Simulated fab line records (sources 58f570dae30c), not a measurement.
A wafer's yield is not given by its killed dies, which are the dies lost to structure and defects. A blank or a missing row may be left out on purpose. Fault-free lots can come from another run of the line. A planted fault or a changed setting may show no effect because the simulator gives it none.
2 desks, one fault / flow berkeley cmos170 / each desk holds nothing but its own numbers, with what lay behind them at the end

## METROLOGY DESK
What the gauges read, lot by lot, whatever tool the lot ran on: means of the sampled wafers that have a number. Any lot whose mean is over 4 standard deviations away from the usual mean is out of limits and marked OUT; that distance is given in the brackets.
Columns: A = SILICIDE_TI_RS at UCB170_SILICIDE_RS_MEAS_02, usual 26.0 ohm/sq; B = SILICIDE_TI_THK at UCB170_SILICIDE_THK_MEAS_03, usual 30.9 nm
lot=L763; first seen here=day 7 02:22; A=26.4; B=30.5
lot=L762; first seen here=day 7 02:38; A=25.9; B=31.3
lot=L764; first seen here=day 7 06:50; A=25.9; B=31.0
lot=L766; first seen here=day 7 15:00; A=26.2; B=30.9
lot=L767; first seen here=day 7 23:54; A=28.4 (+5.9) OUT; B=28.7 (-5.4) OUT
lot=L768; first seen here=day 8 00:24; A=26.0; B=30.8
lot=L770; first seen here=day 8 18:10; A=27.6; B=29.5
lot=L772; first seen here=day 8 23:56; A=25.8; B=31.2
lot=L777; first seen here=day 9 18:20; A=25.8; B=31.1
lot=L778; first seen here=day 10 10:54; A=25.9; B=30.9
lot=L780; first seen here=day 10 16:56; A=26.3; B=30.5
lot=L779; first seen here=day 10 17:29; A=26.4; B=30.4
lot=L782; first seen here=day 10 19:35; A=25.5; B=31.4
lot=L784; first seen here=day 11 05:43; A=26.0; B=30.8
This desk finds L767 out of limits, with the earliest case on L767 at day 7 23:54 (SILICIDE_TI_RS at UCB170_SILICIDE_RS_MEAS_02). L763, L762, L764, L766, L768, L770, L772, L777, L778, L780, L779, L782, L784: within limits.

## DESK OF THE TOOL OWNER: pvd sputter-01
The tool's own readings at UCB170_SILICIDE_SPUTTER_01 (material Ti, target thk 30 nm, time 25 s): means of the sampled wafers that have a number, for each lot that ran on this tool. Any lot whose mean is over 4 standard deviations away from the usual mean is out of limits and marked OUT; that distance is given in the brackets.
Columns: A = throttle valve pct at UCB170_SILICIDE_SPUTTER_01, usual 30.3 %
lot=L763; first seen here=day 7 02:20; A=30.0
lot=L766; first seen here=day 7 14:57; A=30.0
lot=L767; first seen here=day 7 23:51; A=30.0
lot=L770; first seen here=day 8 18:08; A=30.5
lot=L784; first seen here=day 11 05:41; A=30.3
This desk's finding: nothing out of limits on any of the 5 lots.

## ALL TOGETHER
Metrology desk: alarm possible at day 7 23:54 on L767.
The desk of the tool owner found nothing out of limits.
The tool owner's desk has L767 on record, within its limits.
UCB170_SILICIDE_SPUTTER_01 was run on pvd sputter-01 by each of the lots named.

## WHAT THE SIMULATOR HAD PUT IN
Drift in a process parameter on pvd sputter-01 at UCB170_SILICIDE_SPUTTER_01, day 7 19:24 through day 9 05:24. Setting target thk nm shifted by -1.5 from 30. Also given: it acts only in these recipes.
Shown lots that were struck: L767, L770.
Time in hours between the start of the fault and the first out-of-limits reading at each desk: metrology desk, 4.
